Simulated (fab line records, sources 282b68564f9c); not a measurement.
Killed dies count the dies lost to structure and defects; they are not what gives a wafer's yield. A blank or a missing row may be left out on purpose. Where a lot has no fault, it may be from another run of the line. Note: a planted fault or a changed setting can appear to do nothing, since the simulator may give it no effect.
Struck lot and sound lot, side by side	flow rit-cmos	31 out of 202 route steps
Sound: these wafers, L564.4, L564.5, L564.6. Wafers L577.1, L577.3, L577.6 were the ones struck. The cause is given at the end.
Each step with rows lists, per side, the tool, then ch with its chambers, then its first start. Under that, the readings that differ: sound wafers	struck wafers	difference of the means	sigmas: that difference in standard deviations of wafers without a fault.
alike: a reading whose means differ by less than 2 such deviations, as well as words and numbers matching on both sides. not compared: withheld readings; readings where some wafer has no value; bounds like >300 that might hide an equal value; numbers whose values overlap and for which the record gives no deviation.
Wherever a step has rows on one side only, a row that says differs or no value, or a row with sigmas, the two part there. Non-overlapping numbers with no deviation appear without sigmas and do not part them. A reading missing from all wafers of one side parts the sides only when that side holds two or more wafers.

first, 4 steps without rows for these wafers: RIT_CONTACT_SOFTBAKE_04 (time 60 s); RIT_CONTACT_EXPOSE_05 (exposes mask M11, target cd 1000 nm); RIT_CONTACT_PEB_06; RIT_CONTACT_DEVELOP_07 (develop time 120 s).
RIT_CONTACT_CD_MEAS_08 targets a cd of 1000 nm.
  sound on cd-sem-01, day 4 09:52; struck on cd-sem-02, day 7 07:59
  alike: cd-nm
RIT_CONTACT_OVL_MEAS_09:
  sound on overlay-02, day 4 09:56; struck on overlay-02, day 7 08:06
  alike: CONTACT_OVL
then, 1 step without rows for these wafers: RIT_CONTACT_HARDBAKE_10 (time 60 s).
RIT_CONTACT_ETCH_11: etches SiO2 in CHF3/CF4/Ar, stops on TiSi2, target depth 480 nm, time 320 s.
  sound on rie-diel-02 ch 0,1,2, day 4 10:20; struck on rie-diel-01 ch 0,1, day 7 08:17
  alike: drypump-motor-current-A, oes-product-au, rf-fwd-power-W, throttle-valve-pct
  not compared: rf-hours-counter-h
RIT_CONTACT_STRIP_12: strips in O2, time 180 s.
  sound on plasma-asher-04 ch 0,1, day 4 10:30; struck on plasma-asher-02 ch 0,1, day 7 08:29
  alike: drypump-motor-current-A, rf-refl-power-W
  not compared: rf-hours-counter-h
RIT_CONTACT_CD_MEAS_90 targets a cd of 1000 nm.
  sound on cd-sem-01, day 4 10:44; struck on cd-sem-01, day 7 08:40
  alike: cd-nm
then, 2 steps without rows for these wafers: RIT_CONTACT_CLEAN_13 (cleans in SC1, time 600 s); RIT_CONTACT_CLEAN_14 (cleans in SC2, time 600 s).
RIT_M1_SPUTTER_00: material Al, target thk 400 nm, time 500 s.
  sound on pvd-sputter-03, day 4 11:11; struck on pvd-sputter-04, day 7 09:08
  alike: throttle-valve-pct
RIT_M1_RS_MEAS_01: a four-point-probe measurement.
  sound on film-metro-04, day 4 11:32; struck on film-metro-04, day 7 09:25
  alike: M1_AL_RS
RIT_M1_THK_MEAS_02: measures by xrf.
  sound on film-metro-04, day 4 11:38; struck on film-metro-04, day 7 09:32
  alike: M1_AL_THK
then, 6 steps without rows for these wafers: RIT_M1_HMDS_03 (prime time 60 s); RIT_M1_COAT_04 (resist thk 1322 nm); RIT_M1_SOFTBAKE_05 (time 60 s); RIT_M1_EXPOSE_06 (exposes mask M12, target cd 2600 nm); RIT_M1_PEB_07; RIT_M1_DEVELOP_08 (develop time 68 s).
RIT_M1_CD_MEAS_09 targets a cd of 2600 nm.
  sound on cd-sem-01, day 4 12:39; struck on cd-sem-01, day 7 10:43
reading	sound	struck	difference	sigmas
cd-nm (nm)	2593.6 2589.6 2592.1	2598.7 2601.3 2598.1	+7.6	+3
RIT_M1_OVL_MEAS_10:
  sound on overlay-02, day 4 12:43; struck on overlay-01, day 7 10:50
  alike: M1_OVL
then, 1 step without rows for these wafers: RIT_M1_HARDBAKE_11 (time 120 s).
RIT_M1_METAL_ETCH_12: etches Al in Cl2/BCl3, stops on SiO2, time 165 s, target depth 600 nm.
  sound on rie-metal-03 ch 0,1, day 4 13:03; struck on rie-metal-01 ch 0,1, day 7 11:07
  alike: drypump-motor-current-A, oes-product-au, rf-fwd-power-W, throttle-valve-pct
  not compared: rf-hours-counter-h
then, 1 step without rows for these wafers: RIT_M1_STRIP_13 (strips in nmp, time 600 s).
RIT_M1_STRIP_14: strips in O2, time 180 s.
  sound on plasma-asher-04 ch 0,1, day 4 13:23; struck on plasma-asher-04 ch 0,1, day 7 11:27
  alike: drypump-motor-current-A, rf-refl-power-W
  not compared: rf-hours-counter-h
RIT_M1_CD_MEAS_90 targets a cd of 2600 nm.
  sound on cd-sem-01, day 4 13:34; struck on cd-sem-01, day 7 11:37
reading	sound	struck	difference	sigmas
cd-nm (nm)	2592 2591 2589	2597 2602 2597	+8	+3
then, 1 step without rows for these wafers: RIT_M1_ANNEAL_15 (time 1800 s).
RIT_M1_BOW_MEAS_16:
  sound on film-metro-04, day 4 15:11; struck on film-metro-02, day 7 13:14
  alike: M1_BOW
RIT_M1_PROBE_99:
  sound on prober-02, day 4 15:24; struck on prober-02, day 7 13:22
reading	sound	struck	difference	sigmas
hold	- - -	await-dispo/2.4h/release await-dispo/2.4h/release await-dispo/2.4h/release	no value on the sound wafers	
defect-limited-yield (%)	98.5 97.7 97.7	87.9 86.7 92.8	-8.8	-8
killed_at_M0_to_M3	0 0 0	21 29 11	+20	+99 or more
killed-dies	4 6 6	32 35 19	+23	+8
killed-on-rim	1 0 0	12 0 10	+7	+5
sort_bin_3_pad_short (%)	0 0.4 0	1.9 1.1 0.8	+1.1	+4
sort_bin_5_function (%)	0.8 1.1 1.5	8.3 10.6 4.5	+6.7	+9
sort-n-pass	260.0 258.0 258.0	232.0 229.0 245.0	-23.3	-8
sort-yield-pct (%)	98.5 97.7 97.7	87.9 86.7 92.8	-8.8	-8
model.etest.tester.sort-n-pass	260 258 258	232 229 245	-23	
model.etest.tester.sort-yield-pct (%)	98.48 97.73 97.73	87.88 86.74 92.8	-8.84	
model.etest.tester.sort_bin_5_pct (%)	0.7576 1.136 1.515	8.333 10.61 4.545	+6.693	
model.etest.tester.sort_bin_3_pct (%)	0 0.3788 0	1.894 1.136 0.7576	+1.136	
model.etest.tester.sort_bin_6_pct (%)	0.7576 0.7576 0.7576	1.894 1.515 1.894	+1.010	
  alike: killed-at-contacts, killed-at-front-end, killed-open, killed-short, sort_bin_6_memory

## WHERE THEY PART
Earliest at RIT_M1_CD_MEAS_09; latest, in this record, at RIT_M1_PROBE_99.

WHY: whatever the simulator had introduced
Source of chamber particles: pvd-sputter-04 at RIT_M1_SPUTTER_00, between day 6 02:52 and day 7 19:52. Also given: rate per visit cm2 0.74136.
